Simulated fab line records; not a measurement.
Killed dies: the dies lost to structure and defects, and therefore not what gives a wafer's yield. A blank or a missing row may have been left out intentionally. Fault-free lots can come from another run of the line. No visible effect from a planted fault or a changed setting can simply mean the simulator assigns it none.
fab line records	flow rit_cmos	part 1 of 2: steps 1 to 28 of 40
record lots=5	wafers=15	last_day=7
route steps=202 shown NRETRO@61 PRETRO@64 GATE@75 FOX2@80 REOX@98
lots that met no fault: from a run of the same line without faults
start_h: the number of hours between the record's first day and the start of the first shown wafer of the lot	wait_h: how many hours have passed since the lot's step before this one	" identical to the entry in the row above	L1.1+2: a row that stands for several wafers	- no value present, or no start provided	* or withheld: withheld	< > ~ a bound
route shown NAME@n: NAME is a module with steps in the file, n the number in the route of the first one	usual: average and standard deviation across the fault-free wafers	same: alike in all rows	chamber/n: place in a boat	sites: the reading at each site	_std_site: standard deviation across them	_edge_site: the outer-site mean with the inner-site mean subtracted	radius_mm: how far each site lies from the wafer's centre	mask NAME#n: copy n	behind: the last tool/chamber to shape the wafer	hold: the reason the lot was held/the length of the hold in hours/how it ended	device: the transistor (n, p or np) that didn't switch	end of line: tests of these same wafers at the route's end	a step given without rows: its recipe and nothing more	killed: at the first sort, the dies lost to defects and structure; wafer yield is something else	map: a wafer's dies, marking killed ones x, the rest . and places with no die _
set.NAME: the setting as run; set.NAME@STEP: as run at that earlier step	model.NAME: the simulator's own value behind a step, which no gauge read
certain route steps with their lots: each step a table, each wafer a row
services: from which hour (start_h, from the record's first day; less than 0 if before it) a tool's chamber was out of use, for how many hours, and why
## steps
# step RIT_NRETRO_IMPLANT_08
# recipe species=P	energy_kev=70	dose_cm2=1e+13	tilt_deg=7
# usual faraday_current_uA=31.8/0.67
lot.wafer	tool	chamber	start_h	wait_h	faraday_current_uA
L080.1	implanter-04	0	59.36	0.2	32.6
L080.3	"	0	"	"	32.1
L080.5	"	0	"	"	32.2
L082.1	implanter-01	0	77.23	0.2	32.7
L082.2	"	0	"	"	31.2
L082.6	"	0	"	"	31.6
L091.1	implanter-02	0	118.47	0.2	31.8
L091.2	"	0	"	"	31.8
L091.6	"	0	"	"	32.5
L093.4	implanter-01	0	126.05	0.2	31.1
L093.5	"	0	"	"	30.9
L093.6	"	0	"	"	31.1
L095.2	implanter-01	0	138.41	0.2	31.8
L095.4	"	0	"	"	30.8
L095.6	"	0	"	"	32.1
# step RIT_NRETRO_STRIP_09
# recipe chemistry=O2	time_s=180	resist=NOVOLAK	platen_temp_c=withheld	power_w=500	pressure_mtorr=4000	o2_flow_sccm=4000
# usual drypump_motor_current_A=5.66/0.27
lot.wafer	tool	chamber	start_h	wait_h	drypump_motor_current_A	rf_hours_counter_h
L080.1	plasma_asher-01	1	59.51	0.1	5.58	40
L080.3	"	0	"	"	5.99	-
L080.5	"	0	"	"	5.99	-
L082.1	plasma_asher-01	0	77.38	0.1	6.03	42
L082.2	"	1	"	"	5.57	42
L082.6	"	1	"	"	5.54	-
L091.1	plasma_asher-03	1	118.62	0.1	5.33	34
L091.2	"	0	"	"	6.00	34
L091.6	"	1	"	"	5.32	-
L093.4	plasma_asher-04	1	126.18	0.1	5.66	-
L093.5	"	0	"	"	5.42	-
L093.6	"	1	"	"	5.65	-
L095.2	plasma_asher-03	1	138.54	0.1	5.31	36
L095.4	"	1	"	"	5.31	-
L095.6	"	0	"	"	5.95	-
# step RIT_NRETRO_TW_MEAS_10
# usual NRETRO_TW=1046/9
lot.wafer	tool	chamber	start_h	wait_h	NRETRO_TW
L080.1	film_metro-02	-	59.68	0.1	1049
L080.3	"	-	"	"	1042
L080.5	"	-	"	"	1045
L082.1	film_metro-03	-	77.56	0.1	1042
L082.2	"	-	"	"	1039
L082.6	"	-	"	"	1035
L091.1	film_metro-01	-	118.80	0.1	1059
L091.2	"	-	"	"	1064
L091.6	"	-	"	"	1057
L093.4	film_metro-03	-	126.33	0.1	1043
L093.5	"	-	"	"	1045
L093.6	"	-	"	"	1048
L095.2	film_metro-03	-	138.72	0.1	1048
L095.4	"	-	"	"	1043
L095.6	"	-	"	"	1038
# step RIT_PRETRO_HMDS_00
# recipe prime_time_s=60	prime_temp_c=140
# usual exhaust_pa=45.1/0.9
lot.wafer	tool	chamber	start_h	wait_h	exhaust_pa
L080.1	litho_track-01	0	59.74	0.1	44.4
L080.3	"	0	"	"	44.8
L080.5	"	0	"	"	45.2
L082.1	litho_track-03	0	77.62	0.1	46.0
L082.2	"	0	"	"	45.6
L082.6	"	0	"	"	45.7
L091.1	litho_track-03	0	118.86	0.1	45.2
L091.2	"	0	"	"	47.1
L091.6	"	0	"	"	46.2
L093.4	litho_track-03	0	126.48	0.1	45.8
L093.5	"	0	"	"	45.6
L093.6	"	0	"	"	43.8
L095.2	litho_track-04	0	138.80	0.1	45.3
L095.4	"	0	"	"	45.6
L095.6	"	0	"	"	44.3
# step RIT_PRETRO_COAT_01
# recipe resist=NOVOLAK	spin_rpm=2000	resist_thk_nm=1300
# usual exhaust_pa=44.9/0.81	spin_speed_rpm=2000.1/1.3
lot.wafer	tool	chamber	start_h	wait_h	exhaust_pa	spin_speed_rpm
L080.1	litho_track-01	0	59.89	0.1	45.9	2000.1
L080.3	"	0	"	"	46.3	2001.2
L080.5	"	0	"	"	45.9	2001.1
L082.1	litho_track-03	0	77.77	0.1	46.3	1997.8
L082.2	"	0	"	"	44.9	2000.0
L082.6	"	0	"	"	45.5	2000.5
L091.1	litho_track-03	0	119.01	0.1	45.1	2000.6
L091.2	"	0	"	"	45.6	2001.9
L091.6	"	0	"	"	44.9	2003.6
L093.4	litho_track-03	0	126.63	0.1	45.7	1999.6
L093.5	"	0	"	"	44.8	2000.3
L093.6	"	0	"	"	44.1	1999.2
L095.2	litho_track-04	0	138.95	0.1	44.8	1999.3
L095.4	"	0	"	"	45.2	1998.6
L095.6	"	0	"	"	46.0	1999.5
# step RIT_PRETRO_SOFTBAKE_02
# recipe resist=NOVOLAK	temp_c=90	time_s=60
# usual exhaust_pa=45.0/0.9
lot.wafer	tool	chamber	start_h	wait_h	exhaust_pa
L080.1	litho_track-01	0	60.04	0.1	44.7
L080.3	"	0	"	"	46.3
L080.5	"	0	"	"	45.1
L082.1	litho_track-03	0	77.92	0.1	44.8
L082.2	"	0	"	"	45.9
L082.6	"	0	"	"	45.4
L091.1	litho_track-03	0	119.16	0.1	44.8
L091.2	"	0	"	"	44.0
L091.6	"	0	"	"	43.5
L093.4	litho_track-03	0	126.78	0.1	46.1
L093.5	"	0	"	"	45.1
L093.6	"	0	"	"	45.9
L095.2	litho_track-04	0	139.10	0.1	44.7
L095.4	"	0	"	"	45.0
L095.6	"	0	"	"	46.7
# step RIT_PRETRO_EXPOSE_03
# recipe mask_id=M5	na=0.57	target_cd_nm=43700	dose_mj=250
# usual focus_offset_nm=0.1/0.48
# same na=0.57
lot.wafer	tool	chamber	start_h	wait_h	mask	focus_offset_nm
L080.1	iline_stepper-02	0	60.32	0.2	M5#0	0.7
L080.3	"	0	"	"	M5#0	0.3
L080.5	"	0	"	"	M5#0	-0.1
L082.1	iline_stepper-02	0	78.07	0.1	M5#0	0.5
L082.2	"	0	"	"	M5#0	0.9
L082.6	"	0	"	"	M5#0	0.3
L091.1	iline_stepper-01	0	119.31	0.1	M5#0	0.2
L091.2	"	0	"	"	M5#0	0.1
L091.6	"	0	"	"	M5#0	-0.2
L093.4	iline_stepper-01	0	127.03	0.2	M5#0	-0.3
L093.5	"	0	"	"	M5#0	-0.8
L093.6	"	0	"	"	M5#0	-0.1
L095.2	iline_stepper-02	0	139.37	0.2	M5#0	0.1
L095.4	"	0	"	"	M5#0	-0.3
L095.6	"	0	"	"	M5#0	-0.6
# step RIT_PRETRO_PEB_04
# recipe resist=NOVOLAK	temp_c=withheld	time_s=withheld
# usual exhaust_pa=45.0/0.82
lot.wafer	tool	chamber	start_h	wait_h	exhaust_pa
L080.1	litho_track-04	0	60.43	0.1	45.8
L080.3	"	0	"	"	45.5
L080.5	"	0	"	"	44.6
L082.1	litho_track-03	0	78.18	0.1	44.5
L082.2	"	0	"	"	44.4
L082.6	"	0	"	"	44.2
L091.1	litho_track-03	0	119.43	0.1	45.5
L091.2	"	0	"	"	45.4
L091.6	"	0	"	"	45.3
L093.4	litho_track-03	0	127.17	0.1	42.9
L093.5	"	0	"	"	44.5
L093.6	"	0	"	"	43.3
L095.2	litho_track-03	0	139.49	0.1	44.6
L095.4	"	0	"	"	45.6
L095.6	"	0	"	"	45.1
# step RIT_PRETRO_DEVELOP_05
# recipe resist=NOVOLAK	develop_time_s=68	dev_temp_c=23
# usual developer_temp_C=22.99/0.11	exhaust_pa=44.9/0.89
lot.wafer	tool	chamber	start_h	wait_h	developer_temp_C	exhaust_pa
L080.1	litho_track-04	0	-	-	22.87	45.0
L080.3	"	0	"	"	23.05	46.3
L080.5	"	0	"	"	22.90	47.5
L082.1	litho_track-03	0	-	-	22.98	46.0
L082.2	"	0	"	"	23.14	47.1
L082.6	"	0	"	"	23.15	45.7
L091.1	litho_track-03	0	-	-	22.84	45.1
L091.2	"	0	"	"	22.93	45.5
L091.6	"	0	"	"	22.92	45.0
L093.4	litho_track-03	0	-	-	23.14	44.7
L093.5	"	0	"	"	23.10	43.1
L093.6	"	0	"	"	23.13	44.3
L095.2	litho_track-03	0	-	-	22.95	44.5
L095.4	"	0	"	"	23.24	47.1
L095.6	"	0	"	"	22.90	45.4
# step RIT_PRETRO_OVL_MEAS_06
# usual PRETRO_OVL=-0.1/1.4
lot.wafer	tool	chamber	start_h	wait_h	PRETRO_OVL[nm]
L080.1	overlay-02	-	60.75	-	-0.3
L080.3	"	-	"	"	0.7
L080.5	"	-	"	"	-2.1
L082.1	overlay-02	-	78.50	-	2.2
L082.2	"	-	"	"	1.4
L082.6	"	-	"	"	1.9
L091.1	overlay-01	-	119.74	-	-0.5
L091.2	"	-	"	"	0.1
L091.6	"	-	"	"	-1.7
L093.4	overlay-01	-	127.42	-	1.4
L093.5	"	-	"	"	-0.3
L093.6	"	-	"	"	-0.5
L095.2	overlay-01	-	139.78	-	0.6
L095.4	"	-	"	"	-0.8
L095.6	"	-	"	"	-0.7
# step RIT_PRETRO_HARDBAKE_07
# recipe resist=NOVOLAK	temp_c=140	time_s=120
# usual exhaust_pa=44.9/0.99
lot.wafer	tool	chamber	start_h	wait_h	exhaust_pa
L080.1	litho_track-01	0	60.78	0.0	44.6
L080.3	"	0	"	"	44.3
L080.5	"	0	"	"	43.1
L082.1	litho_track-04	0	78.53	0.0	43.9
L082.2	"	0	"	"	45.1
L082.6	"	0	"	"	43.9
L091.1	litho_track-03	0	119.78	0.0	44.3
L091.2	"	0	"	"	44.1
L091.6	"	0	"	"	44.6
L093.4	litho_track-03	0	127.57	0.1	44.7
L093.5	"	0	"	"	45.2
L093.6	"	0	"	"	45.4
L095.2	litho_track-01	0	139.86	0.1	44.8
L095.4	"	0	"	"	45.2
L095.6	"	0	"	"	45.2
# step RIT_PRETRO_IMPLANT_08
# recipe species=B	energy_kev=45	dose_cm2=1.2e+13	tilt_deg=7
# usual faraday_current_uA=38.2/0.73
lot.wafer	tool	chamber	start_h	wait_h	faraday_current_uA
L080.1	implanter-04	0	61.03	0.2	37.8
L080.3	"	0	"	"	39.2
L080.5	"	0	"	"	37.3
L082.1	implanter-03	0	78.78	0.2	37.5
L082.2	"	0	"	"	39.2
L082.6	"	0	"	"	37.7
L091.1	implanter-04	0	120.03	0.2	38.7
L091.2	"	0	"	"	38.6
L091.6	"	0	"	"	37.8
L093.4	implanter-04	0	127.77	0.2	37.7
L093.5	"	0	"	"	39.8
L093.6	"	0	"	"	36.0
L095.2	implanter-02	0	140.09	0.2	38.5
L095.4	"	0	"	"	37.2
L095.6	"	0	"	"	37.9
# step RIT_PRETRO_STRIP_09
# recipe chemistry=O2	time_s=180	resist=NOVOLAK	platen_temp_c=withheld	power_w=500	pressure_mtorr=4000	o2_flow_sccm=4000
# usual drypump_motor_current_A=5.78/0.27
lot.wafer	tool	chamber	start_h	wait_h	drypump_motor_current_A	rf_hours_counter_h
L080.1	plasma_asher-02	0	61.18	0.1	6.13	42
L080.3	"	1	"	"	5.90	-
L080.5	"	0	"	"	6.14	-
L082.1	plasma_asher-04	0	78.93	0.1	5.43	42
L082.2	"	1	"	"	5.65	42
L082.6	"	0	"	"	5.40	-
L091.1	plasma_asher-02	1	120.18	0.1	5.91	49
L091.2	"	0	"	"	6.17	49
L091.6	"	0	"	"	6.18	-
L093.4	plasma_asher-04	1	127.90	0.1	5.60	-
L093.5	"	1	"	"	5.61	-
L093.6	"	0	"	"	5.42	-
L095.2	plasma_asher-02	0	140.21	0.1	6.16	51
L095.4	"	0	"	"	6.15	-
L095.6	"	1	"	"	5.91	-
# step RIT_PRETRO_TW_MEAS_10
# usual PRETRO_TW=476/4.1
lot.wafer	tool	chamber	start_h	wait_h	PRETRO_TW
L080.1	film_metro-04	-	61.36	0.1	472
L080.3	"	-	"	"	476
L080.5	"	-	"	"	472
L082.1	film_metro-04	-	79.11	0.1	478
L082.2	"	-	"	"	476
L082.6	"	-	"	"	477
L091.1	film_metro-01	-	120.35	0.1	480
L091.2	"	-	"	"	482
L091.6	"	-	"	"	481
L093.4	film_metro-04	-	128.05	0.1	479
L093.5	"	-	"	"	476
L093.6	"	-	"	"	481
L095.2	film_metro-01	-	140.40	0.1	481
L095.4	"	-	"	"	480
L095.6	"	-	"	"	484
# step RIT_GATE_WET_ETCH_00
# recipe chemistry=BOE	target=SiO2	target_depth_nm=56	time_s=60	dry=n2_spin	dilution=10:1	temp_c=21.5
lot.wafer	tool	chamber	start_h	wait_h
L080.1+3+5	wet_bench-04	1	61.42	0.1
L082.1+2+6	wet_bench-03	1	79.17	0.1
L091.1+2+6	wet_bench-04	3	120.41	0.1
L093.4+5+6	wet_bench-01	0	128.08	0.0
L095.2+4+6	wet_bench-03	3	140.45	0.0
# step RIT_GATE_CLEAN_01
# recipe chemistry=SC1	mix=3:3:50	time_s=600	temp_c=75
lot.wafer	tool	chamber	start_h	wait_h
L080.1+3+5	wet_bench-03	2	61.45	0.0
L082.1+2+6	wet_bench-04	0	79.19	0.0
L091.1+2+6	wet_bench-03	0	120.47	0.0
L093.4+5+6	wet_bench-04	3	128.10	0.0
L095.2+4+6	wet_bench-01	1	140.48	0.0
# step RIT_GATE_CLEAN_02
# recipe chemistry=dHF	dilution=50:1	time_s=30
lot.wafer	tool	chamber	start_h	wait_h
L080.1+3+5	wet_bench-04	1	61.62	0.0
L082.1+2+6	wet_bench-01	1	79.39	0.0
L091.1+2+6	wet_bench-01	0	120.66	0.0
L093.4+5+6	wet_bench-03	3	128.28	0.0
L095.2+4+6	wet_bench-04	2	140.65	0.0
# step RIT_GATE_CLEAN_03
# recipe chemistry=SC2	mix=3:3:50	time_s=600	temp_c=75	dry=n2_spin
lot.wafer	tool	chamber	start_h	wait_h
L080.1+3+5	wet_bench-03	2	61.64	0.0
L082.1+2+6	wet_bench-03	3	79.40	0.0
L091.1+2+6	wet_bench-04	2	120.68	0.0
L093.4+5+6	wet_bench-01	1	128.30	0.0
L095.2+4+6	wet_bench-03	1	140.67	0.0
# step RIT_GATE_CLEAN_04
# recipe chemistry=dHF	dilution=50:1	time_s=60	dry=n2_spin
lot.wafer	tool	chamber	start_h	wait_h
L080.1+3+5	wet_bench-04	0	61.81	0.0
L082.1+2+6	wet_bench-04	2	79.58	0.0
L091.1+2+6	wet_bench-01	0	121.10	0.0
L093.4+5+6	wet_bench-04	2	128.49	0.0
L095.2+4+6	wet_bench-04	2	140.88	0.0
# step RIT_FOX2_THK_MEAS_91
# recipe reads=SiO2_of_FOX2_OXIDATION_00
# usual FIELD_OXIDE_LEFT_2_THK=251/5.8
lot.wafer	tool	chamber	start_h	wait_h	FIELD_OXIDE_LEFT_2_THK[nm]
L080.1	film_metro-03	-	61.84	0.0	255
L080.3	"	-	"	"	251
L080.5	"	-	"	"	258
L082.1	film_metro-04	-	79.60	0.0	247
L082.2	"	-	"	"	254
L082.6	"	-	"	"	259
L091.1	film_metro-02	-	121.12	0.0	260
L091.2	"	-	"	"	260
L091.6	"	-	"	"	257
L093.4	film_metro-02	-	128.54	0.0	248
L093.5	"	-	"	"	250
L093.6	"	-	"	"	255
L095.2	film_metro-04	-	140.91	0.0	258
L095.4	"	-	"	"	254
L095.6	"	-	"	"	260
# step RIT_GATE_OXIDATION_05
# recipe temp_c=900	ambient=O2	target_thk_a=30	ox_time_s=270
# usual ox_temp_c=900.0/0.42
# same ox_time_s=270
lot.wafer	tool	chamber	start_h	wait_h	ox_temp_c
L080.1	furnace-03	0	66.95	5.1	900.2
L080.3	"	0	"	"	899.9
L080.5	"	0	"	"	900.7
L082.1	furnace-01	0	80.63	1.0	900.6
L082.2	"	0	"	"	899.6
L082.6	"	0	"	"	900.2
L091.1	furnace-01	0	121.18	0.1	899.5
L091.2	"	0	"	"	899.8
L091.6	"	0	"	"	899.9
L093.4	furnace-01	0	131.04	2.5	898.7
L093.5	"	0	"	"	899.3
L093.6	"	0	"	"	899.2
L095.2	furnace-03	0	144.56	3.6	899.8
L095.4	"	0	"	"	899.7
L095.6	"	0	"	"	899.8
# step RIT_GATE_ANNEAL_06
# recipe temp_c=900	time_s=600	ambient=N2O
lot.wafer	tool	chamber	start_h	wait_h
L080.1+3+5	furnace-04	0	71.17	3.1
L082.1+2+6	furnace-03	0	82.15	0.4
L091.1+2+6	furnace-01	0	122.26	0.0
L093.4+5+6	furnace-01	0	134.04	1.9
L095.2+4+6	furnace-03	0	149.50	3.9
# step RIT_GATE_THK_MEAS_07
# recipe reads=SiO2_of_GATE_OXIDATION_05
# usual GATE_OXIDE_THK=2.98/0.059
lot.wafer	tool	chamber	start_h	wait_h	GATE_OXIDE_THK[nm]
L080.1	film_metro-03	-	71.42	0.0	2.98
L080.3	"	-	"	"	2.96
L080.5	"	-	"	"	2.98
L082.1	film_metro-03	-	82.40	0.0	2.95
L082.2	"	-	"	"	2.89
L082.6	"	-	"	"	2.93
L091.1	film_metro-04	-	122.51	0.0	2.95
L091.2	"	-	"	"	2.96
L091.6	"	-	"	"	2.89
L093.4	film_metro-02	-	134.32	0.0	2.95
L093.5	"	-	"	"	2.90
L093.6	"	-	"	"	2.97
L095.2	film_metro-04	-	149.76	0.0	3.01
L095.4	"	-	"	"	3.07
L095.6	"	-	"	"	3.03
# step RIT_GATE_CVD_08
# recipe material=poly-Si	target_thk_nm=250	temp_c=610	precursor=SiH4	time_s=2220	pressure_mtorr=300	sih4_flow_sccm=100
lot.wafer	tool	chamber	start_h	wait_h
L080.1+3+5	lpcvd-01	1	71.48	0.1
L082.1+2+6	lpcvd-02	1	83.11	0.7
L091.1+2+6	lpcvd-01	1	122.57	0.1
L093.4+5+6	lpcvd-01	0	134.35	0.0
L095.2+4+6	lpcvd-02	1	149.81	0.0
# step RIT_GATE_THK_MEAS_09
# recipe reads=poly-Si_of_GATE_CVD_08
# usual GATE_POLY_THK=249.9/2.2
lot.wafer	tool	chamber	start_h	wait_h	GATE_POLY_THK[nm]
L080.1	film_metro-03	-	73.09	0.0	248.7
L080.3	"	-	"	"	249.8
L080.5	"	-	"	"	248.9
L082.1	film_metro-03	-	84.73	0.0	250.4
L082.2	"	-	"	"	250.1
L082.6	"	-	"	"	249.4
L091.1	film_metro-02	-	124.18	0.0	248.6
L091.2	"	-	"	"	250.5
L091.6	"	-	"	"	251.5
L093.4	film_metro-03	-	136.00	0.0	249.9
L093.5	"	-	"	"	249.7
L093.6	"	-	"	"	247.8
L095.2	film_metro-04	-	151.44	0.0	252.4
L095.4	"	-	"	"	250.0
L095.6	"	-	"	"	250.6
# step RIT_GATE_HMDS_10
# recipe prime_time_s=60	prime_temp_c=140
# usual exhaust_pa=45.0/0.79
lot.wafer	tool	chamber	start_h	wait_h	exhaust_pa
L080.1	litho_track-01	0	73.15	0.1	44.0
L080.3	"	0	"	"	44.9
L080.5	"	0	"	"	45.0
L082.1	litho_track-02	0	84.79	0.1	43.8
L082.2	"	0	"	"	44.7
L082.6	"	0	"	"	45.0
L091.1	litho_track-01	0	124.24	0.1	44.2
L091.2	"	0	"	"	44.6
L091.6	"	0	"	"	46.7
L093.4	litho_track-03	0	136.11	0.1	44.6
L093.5	"	0	"	"	44.5
L093.6	"	0	"	"	45.5
L095.2	litho_track-02	0	151.51	0.1	44.4
L095.4	"	0	"	"	43.3
L095.6	"	0	"	"	44.5
# step RIT_GATE_COAT_11
# recipe resist=NOVOLAK	spin_rpm=4250	resist_thk_nm=850
# usual exhaust_pa=45.0/0.92	spin_speed_rpm=4249.5/2.7
lot.wafer	tool	chamber	start_h	wait_h	exhaust_pa	spin_speed_rpm
L080.1	litho_track-01	0	73.30	0.1	45.1	4247.4
L080.3	"	0	"	"	44.9	4249.6
L080.5	"	0	"	"	45.9	4244.6
L082.1	litho_track-02	0	84.94	0.1	43.6	4245.6
L082.2	"	0	"	"	44.2	4248.1
L082.6	"	0	"	"	42.8	4249.0
L091.1	litho_track-01	0	124.39	0.1	44.5	4251.5
L091.2	"	0	"	"	45.9	4251.5
L091.6	"	0	"	"	44.7	4247.0
L093.4	litho_track-03	0	136.26	0.1	45.6	4248.0
L093.5	"	0	"	"	44.3	4248.3
L093.6	"	0	"	"	44.4	4250.0
L095.2	litho_track-02	0	151.66	0.1	45.1	4245.9
L095.4	"	0	"	"	45.3	4247.9
L095.6	"	0	"	"	44.0	4248.4
# step RIT_GATE_SOFTBAKE_12
# recipe resist=NOVOLAK	temp_c=90	time_s=60
# usual exhaust_pa=45.0/0.9
lot.wafer	tool	chamber	start_h	wait_h	exhaust_pa
L080.1	litho_track-01	0	73.45	0.1	44.9
L080.3	"	0	"	"	45.3
L080.5	"	0	"	"	45.0
L082.1	litho_track-02	0	85.09	0.1	44.3
L082.2	"	0	"	"	45.4
L082.6	"	0	"	"	46.4
L091.1	litho_track-01	0	124.54	0.1	45.1
L091.2	"	0	"	"	45.0
L091.6	"	0	"	"	44.7
L093.4	litho_track-03	0	136.41	0.1	45.8
L093.5	"	0	"	"	44.2
L093.6	"	0	"	"	46.2
L095.2	litho_track-02	0	151.81	0.1	43.9
L095.4	"	0	"	"	44.8
L095.6	"	0	"	"	43.8
